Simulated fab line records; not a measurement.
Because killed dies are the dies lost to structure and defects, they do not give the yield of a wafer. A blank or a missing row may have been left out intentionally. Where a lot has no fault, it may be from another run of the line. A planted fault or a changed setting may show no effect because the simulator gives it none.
Which of the tools did it? + flow rit_cmos + 42 wafers from 14 lots sampled at 4 of the route's 202 steps

## WHAT THE GAUGES SHOWED, per wafer
RIT_NRETRO_OVL_MEAS_06.
| lot  | measured    | on         | NRETRO_OVL (nm) |
|------|-------------|------------|-----------------|
| L615 | day 2 06:49 | overlay-01 | 3.5 2.4 1.0     |
| L616 | day 2 12:14 | overlay-01 | -1.6 -0.6 0.3   |
| L618 | day 2 22:20 | overlay-01 | 0.5 -1.3 -0.7   |
| L619 | day 3 03:33 | overlay-01 | 0.0 -0.3 0.0    |
| L620 | day 3 08:47 | overlay-01 | 2.9 0.0 1.5     |
| L621 | day 3 14:16 | overlay-01 | -1.5 0.1 1.9    |
| L624 | day 4 06:23 | overlay-01 | 1.7 1.3 0.5     |
| L625 | day 4 11:51 | overlay-01 | -0.3 1.5 1.8    |
| L628 | day 5 01:01 | overlay-02 | 1.7 1.3 3.0     |
| L629 | day 5 05:58 | overlay-01 | -0.5 0.1 -0.5   |
| L631 | day 5 16:19 | overlay-02 | 0.5 1.7 2.0     |
| L635 | day 6 10:05 | overlay-01 | 1.7 -1.2 -0.1   |
| L636 | day 6 15:56 | overlay-02 | 4.6 2.9 2.4     |
| L637 | day 6 21:04 | overlay-01 | 3.6 1.6 0.4     |

RIT_FOX2_THK_MEAS_91.
| lot  | measured    | on            | FIELD_OXIDE_LEFT_2_THK (nm) |
|------|-------------|---------------|-----------------------------|
| L615 | day 2 09:41 | film_metro-04 | 265 257 266                 |
| L616 | day 2 15:02 | film_metro-01 | 259 254 257                 |
| L618 | day 3 01:02 | film_metro-01 | 249 256 254                 |
| L619 | day 3 06:11 | film_metro-04 | 254 248 250                 |
| L620 | day 3 11:34 | film_metro-04 | 258 260 255                 |
| L621 | day 3 17:22 | film_metro-03 | 259 252 258                 |
| L624 | day 4 09:02 | film_metro-03 | 252 249 250                 |
| L625 | day 4 14:41 | film_metro-04 | 260 252 254                 |
| L628 | day 5 03:56 | film_metro-04 | 262 261 262                 |
| L629 | day 5 08:49 | film_metro-04 | 253 251 256                 |
| L631 | day 5 18:58 | film_metro-01 | 269 271 271                 |
| L635 | day 6 12:45 | film_metro-01 | 254 255 256                 |
| L636 | day 6 18:37 | film_metro-03 | 267 268 262                 |
| L637 | day 6 23:49 | film_metro-03 | 254 254 249                 |

RIT_SDANNEAL_RS_MEAS_07: measures by four-point-probe.
| lot  | measured    | on            | NLDD_RS (ohm/sq)  |
|------|-------------|---------------|-------------------|
| L615 | day 3 08:04 | film_metro-03 | 151.0 151.2 151.1 |
| L616 | day 3 14:08 | film_metro-01 | 151.6 152.0 151.3 |
| L618 | day 3 23:40 | film_metro-02 | 152.0 152.1 152.3 |
| L619 | day 4 04:13 | film_metro-02 | 151.9 151.8 151.5 |
| L620 | day 4 09:01 | film_metro-01 | 151.3 151.6 151.0 |
| L621 | day 4 15:30 | film_metro-01 | 150.8 151.0 151.2 |
| L624 | day 5 05:29 | film_metro-02 | 151.9 151.6 150.8 |
| L625 | day 5 11:41 | film_metro-02 | 152.2 152.1 152.0 |
| L628 | day 5 22:55 | film_metro-01 | 152.4 152.4 152.0 |
| L629 | day 6 06:07 | film_metro-02 | 152.1 152.3 152.1 |
| L631 | day 6 14:31 | film_metro-01 | 151.2 151.3 151.0 |
| L635 | day 7 07:38 | film_metro-01 | 152.1 151.7 151.8 |
| L636 | day 7 14:56 | film_metro-03 | 151.2 151.5 151.2 |
| L637 | day 7 18:57 | film_metro-01 | 151.5 152.4 151.6 |

## WHAT TOOL EACH LOT RAN ON (gives the tool, then ch and the chambers of the sampled wafers, and finally the start)
| lot  | RIT_NSD_HARDBAKE_07              |
|------|----------------------------------|
| L615 | litho_track-01 ch 0, day 3 05:20 |
| L616 | litho_track-03 ch 0, day 3 11:13 |
| L618 | litho_track-01 ch 0, day 3 20:48 |
| L619 | litho_track-01 ch 0, day 4 01:29 |
| L620 | litho_track-01 ch 0, day 4 06:14 |
| L621 | litho_track-01 ch 0, day 4 12:31 |
| L624 | litho_track-01 ch 0, day 5 02:37 |
| L625 | litho_track-01 ch 0, day 5 08:49 |
| L628 | litho_track-03 ch 0, day 5 20:03 |
| L629 | litho_track-03 ch 0, day 6 03:22 |
| L631 | litho_track-02 ch 0, day 6 11:47 |
| L635 | litho_track-02 ch 0, day 7 04:50 |
| L636 | litho_track-01 ch 0, day 7 12:07 |
| L637 | litho_track-01 ch 0, day 7 16:05 |
- RIT_NSD_HARDBAKE_07: time 60 s.

## AS READ BY THE TOOLS THEMSELVES (means over the sampled wafers that have a number; for cases with no such wafer, the mark the record gives instead)
RIT_NSD_HARDBAKE_07.
| lot  | tool           | heater_power_total_W (W) | plate_temp_C (C) |
|------|----------------|--------------------------|------------------|
| L615 | litho_track-01 | 62.52                    | 140.03           |
| L616 | litho_track-03 | 62.54                    | 140.16           |
| L618 | litho_track-01 | 62.53                    | 139.94           |
| L619 | litho_track-01 | 62.49                    | 140.13           |
| L620 | litho_track-01 | 62.55                    | 140.00           |
| L621 | litho_track-01 | 62.52                    | 140.08           |
| L624 | litho_track-01 | 62.59                    | 140.07           |
| L625 | litho_track-01 | 62.58                    | 139.93           |
| L628 | litho_track-03 | 60.02                    | 135.51           |
| L629 | litho_track-03 | 60.05                    | 135.58           |
| L631 | litho_track-02 | 62.51                    | 139.99           |
| L635 | litho_track-02 | 62.48                    | 139.84           |
| L636 | litho_track-01 | 62.53                    | 139.96           |
| L637 | litho_track-01 | 62.58                    | 140.08           |

## THE ANSWER, worked out from the rows above alone
Rule: the usual values come from the lots themselves. The widest of any qualifying gaps counts: lots, ordered by their means at a reading, are off when they make up no more than a third of the lots, leave a main group of 4 or more, and stand apart from it by 3 or more times the standard deviation of that group's means. If all means in a main group match to the digits the tables above print for the reading, that group is not used. Also off: a lot with no number at a reading for which 4 or more lots have one. All remaining lots with rows at the step are treated as sound. First the gauges in route order, then the tools' own readings, where a lot's mean is used as printed above. At the first step where some lot is off, the reading lying furthest off is the one used; lots without a number count as furthest.
Off: L628, L629 (RIT_NSD_HARDBAKE_07, heater_power_total_W). For the main group the mean is 62.53 W and the standard deviation 0.034.
If a tool, at that step or one of the process steps before it, ran each lot that is off and ran no sound lot following the first of them, it fits. One fits: RIT_NSD_HARDBAKE_07 on litho_track-03. Its last sound lot is L616 (day 3 11:13), its first lot that is off L628 (day 5 20:03): a fault that began between those two fits.
The tool's own readings at RIT_NSD_HARDBAKE_07 bear it out: on the lots that are off they differ by more than 5 times the standard deviation of the sound lots' means. heater_power_total_W reads 60.03 W there against 62.53 W on the sound lots; plate_temp_C reads 135.55 C there against 140.02 C on the sound lots.

## WHAT THE SIMULATOR HAD INSERTED
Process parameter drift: litho_track-03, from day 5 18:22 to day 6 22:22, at RIT_NSD_HARDBAKE_07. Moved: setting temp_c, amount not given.
Struck lots among those shown: L628, L629. The rule above reached the same finding.
